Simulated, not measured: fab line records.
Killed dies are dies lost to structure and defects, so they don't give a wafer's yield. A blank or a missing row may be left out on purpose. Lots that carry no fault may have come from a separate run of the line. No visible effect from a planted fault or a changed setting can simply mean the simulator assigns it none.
Lot-split experiment || flow berkeley cmos170 || on a route of 331 steps: 5 lots, 23 wafers read

## ABOUT THE SPLIT
At UCB170_PFIELD_COAT_01 (resist thk 900 nm), the setting spin rpm was moved away from the recipe's 1500 rpm on 7 of the 23 wafers read, by -6.1% to +7.4%. All remaining wafers had this setting at the recipe value.

The reading comes from the split's own step.

## THE READING
KrF_of_PFIELD_COAT_01.thk nm (the simulator's own value, which no gauge read), in nm, at UCB170_PFIELD_COAT_01 (resist thk 900 nm). No usual value for it is given in the file. Average 900.9 nm, standard deviation 2 nm, over the 16 wafers here run with the recipe.

{"wafer": "L074.1", "tool, chamber at the split": "litho track-01, 0", "spin rpm as run, rpm": 1500, "against the recipe": "recipe", "KrF_of_PFIELD_COAT_01.thk nm, nm": 897.5, "against lot-mates on the recipe": "-"}
{"wafer": "L074.2", "tool, chamber at the split": "litho track-01, 0", "spin rpm as run, rpm": 1500, "against the recipe": "recipe", "KrF_of_PFIELD_COAT_01.thk nm, nm": 901.2, "against lot-mates on the recipe": "-"}
{"wafer": "L074.4", "tool, chamber at the split": "litho track-01, 0", "spin rpm as run, rpm": 1500, "against the recipe": "recipe", "KrF_of_PFIELD_COAT_01.thk nm, nm": 899.4, "against lot-mates on the recipe": "-"}
{"wafer": "L074.5", "tool, chamber at the split": "litho track-01, 0", "spin rpm as run, rpm": 1500, "against the recipe": "recipe", "KrF_of_PFIELD_COAT_01.thk nm, nm": 898, "against lot-mates on the recipe": "-"}
{"wafer": "L074.6", "tool, chamber at the split": "litho track-01, 0", "spin rpm as run, rpm": 1500, "against the recipe": "recipe", "KrF_of_PFIELD_COAT_01.thk nm, nm": 902.3, "against lot-mates on the recipe": "-"}
{"wafer": "L075.2", "tool, chamber at the split": "litho track-01, 0", "spin rpm as run, rpm": 1436, "against the recipe": "-4.3%", "KrF_of_PFIELD_COAT_01.thk nm, nm": 922.4, "against lot-mates on the recipe": "+20.5"}
{"wafer": "L075.3", "tool, chamber at the split": "litho track-01, 0", "spin rpm as run, rpm": 1500, "against the recipe": "recipe", "KrF_of_PFIELD_COAT_01.thk nm, nm": 902.4, "against lot-mates on the recipe": "-"}
{"wafer": "L075.4", "tool, chamber at the split": "litho track-01, 0", "spin rpm as run, rpm": 1500, "against the recipe": "recipe", "KrF_of_PFIELD_COAT_01.thk nm, nm": 900.7, "against lot-mates on the recipe": "-"}
{"wafer": "L075.5", "tool, chamber at the split": "litho track-01, 0", "spin rpm as run, rpm": 1500, "against the recipe": "recipe", "KrF_of_PFIELD_COAT_01.thk nm, nm": 902.5, "against lot-mates on the recipe": "-"}
{"wafer": "L075.6", "tool, chamber at the split": "litho track-01, 0", "spin rpm as run, rpm": 1436, "against the recipe": "-4.3%", "KrF_of_PFIELD_COAT_01.thk nm, nm": 923, "against lot-mates on the recipe": "+21.1"}
{"wafer": "L078.2", "tool, chamber at the split": "litho track-02, 0", "spin rpm as run, rpm": 1408, "against the recipe": "-6.1%", "KrF_of_PFIELD_COAT_01.thk nm, nm": 927.3, "against lot-mates on the recipe": "+25.8"}
{"wafer": "L078.3", "tool, chamber at the split": "litho track-02, 0", "spin rpm as run, rpm": 1408, "against the recipe": "-6.1%", "KrF_of_PFIELD_COAT_01.thk nm, nm": 927.7, "against lot-mates on the recipe": "+26.2"}
{"wafer": "L078.4", "tool, chamber at the split": "litho track-02, 0", "spin rpm as run, rpm": 1500, "against the recipe": "recipe", "KrF_of_PFIELD_COAT_01.thk nm, nm": 901.5, "against lot-mates on the recipe": "-"}
{"wafer": "L078.5", "tool, chamber at the split": "litho track-02, 0", "spin rpm as run, rpm": 1408, "against the recipe": "-6.1%", "KrF_of_PFIELD_COAT_01.thk nm, nm": 929.6, "against lot-mates on the recipe": "+28.1"}
{"wafer": "L078.6", "tool, chamber at the split": "litho track-02, 0", "spin rpm as run, rpm": 1500, "against the recipe": "recipe", "KrF_of_PFIELD_COAT_01.thk nm, nm": 901.6, "against lot-mates on the recipe": "-"}
{"wafer": "L079.1", "tool, chamber at the split": "litho track-01, 0", "spin rpm as run, rpm": 1500, "against the recipe": "recipe", "KrF_of_PFIELD_COAT_01.thk nm, nm": 902.6, "against lot-mates on the recipe": "-"}
{"wafer": "L079.2", "tool, chamber at the split": "litho track-01, 0", "spin rpm as run, rpm": 1500, "against the recipe": "recipe", "KrF_of_PFIELD_COAT_01.thk nm, nm": 903.3, "against lot-mates on the recipe": "-"}
{"wafer": "L079.3", "tool, chamber at the split": "litho track-01, 0", "spin rpm as run, rpm": 1500, "against the recipe": "recipe", "KrF_of_PFIELD_COAT_01.thk nm, nm": 904.5, "against lot-mates on the recipe": "-"}
{"wafer": "L084.1", "tool, chamber at the split": "litho track-02, 0", "spin rpm as run, rpm": 1611, "against the recipe": "+7.4%", "KrF_of_PFIELD_COAT_01.thk nm, nm": 869.2, "against lot-mates on the recipe": -30.0}
{"wafer": "L084.3", "tool, chamber at the split": "litho track-02, 0", "spin rpm as run, rpm": 1500, "against the recipe": "recipe", "KrF_of_PFIELD_COAT_01.thk nm, nm": 901, "against lot-mates on the recipe": "-"}
{"wafer": "L084.4", "tool, chamber at the split": "litho track-02, 0", "spin rpm as run, rpm": 1500, "against the recipe": "recipe", "KrF_of_PFIELD_COAT_01.thk nm, nm": 898.4, "against lot-mates on the recipe": "-"}
{"wafer": "L084.5", "tool, chamber at the split": "litho track-02, 0", "spin rpm as run, rpm": 1500, "against the recipe": "recipe", "KrF_of_PFIELD_COAT_01.thk nm, nm": 898.1, "against lot-mates on the recipe": "-"}
{"wafer": "L084.6", "tool, chamber at the split": "litho track-02, 0", "spin rpm as run, rpm": 1611, "against the recipe": "+7.4%", "KrF_of_PFIELD_COAT_01.thk nm, nm": 865.5, "against lot-mates on the recipe": -33.7}

FIT RESULTS
A straight line over all 23 wafers: KrF_of_PFIELD_COAT_01.thk nm changes by -4.57 nm for each +1% of spin rpm; r = -0.99; the points scatter about the line by 2 nm.
The same after taking each lot's own level away (the mean of its wafers on the recipe; 23 wafers): -4.39 nm for each +1%; r = -1.00; scatter 1.5 nm.
The reading moves by 33 nm for the largest change in spin rpm, on that fit.
The lots' own levels span 899.17 to 903.47 nm, that is 2.1 times the standard deviation above.
Hence the lot-to-lot level has little effect on the slope; both slopes agree.
Check: with one of the wafers moved furthest among these (+7.4%) left out of the fit, the line predicts -33.3 nm for it against its lot-mates. It came out at -30 nm against them.

## OTHER SPLITS ON THESE WAFERS
These wafers also went through other splits before the reading. Each is held against what the fit with the lots' levels taken away leaves over:
{"other split on the same wafers": "UCB170_ACTIVE_OXIDATION_02 temp c", "wafers away from the commonest value": 15, "r with KrF_of_PFIELD_COAT_01.thk nm (lot level and that fit taken away)": -0.07}
{"other split on the same wafers": "UCB170_ACTIVE_EXPOSE_10 dose mj", "wafers away from the commonest value": 5, "r with KrF_of_PFIELD_COAT_01.thk nm (lot level and that fit taken away)": -0.04}

## THE WHOLE CHAIN: every reading that the file lists as answering this split, in the file's order
{"step": "UCB170_PFIELD_COAT_01", "what it does": "resist thk 900 nm", "reading": "KrF_of_PFIELD_COAT_01.thk nm (the simulator's own value, which no gauge read)", "change (the file's fit)": "-4.41 nm for each +1% of the setting", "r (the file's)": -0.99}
{"step": "UCB170_PFIELD_STRIP_08", "what it does": "strips in O2", "reading": "strip time to endpoint s", "change (the file's fit)": "withheld for each +1% of the setting", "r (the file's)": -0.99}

## THE FILE'S OWN FIT
KrF_of_PFIELD_COAT_01.thk nm changes by -4.41 nm for each +1% of spin rpm, r = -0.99.
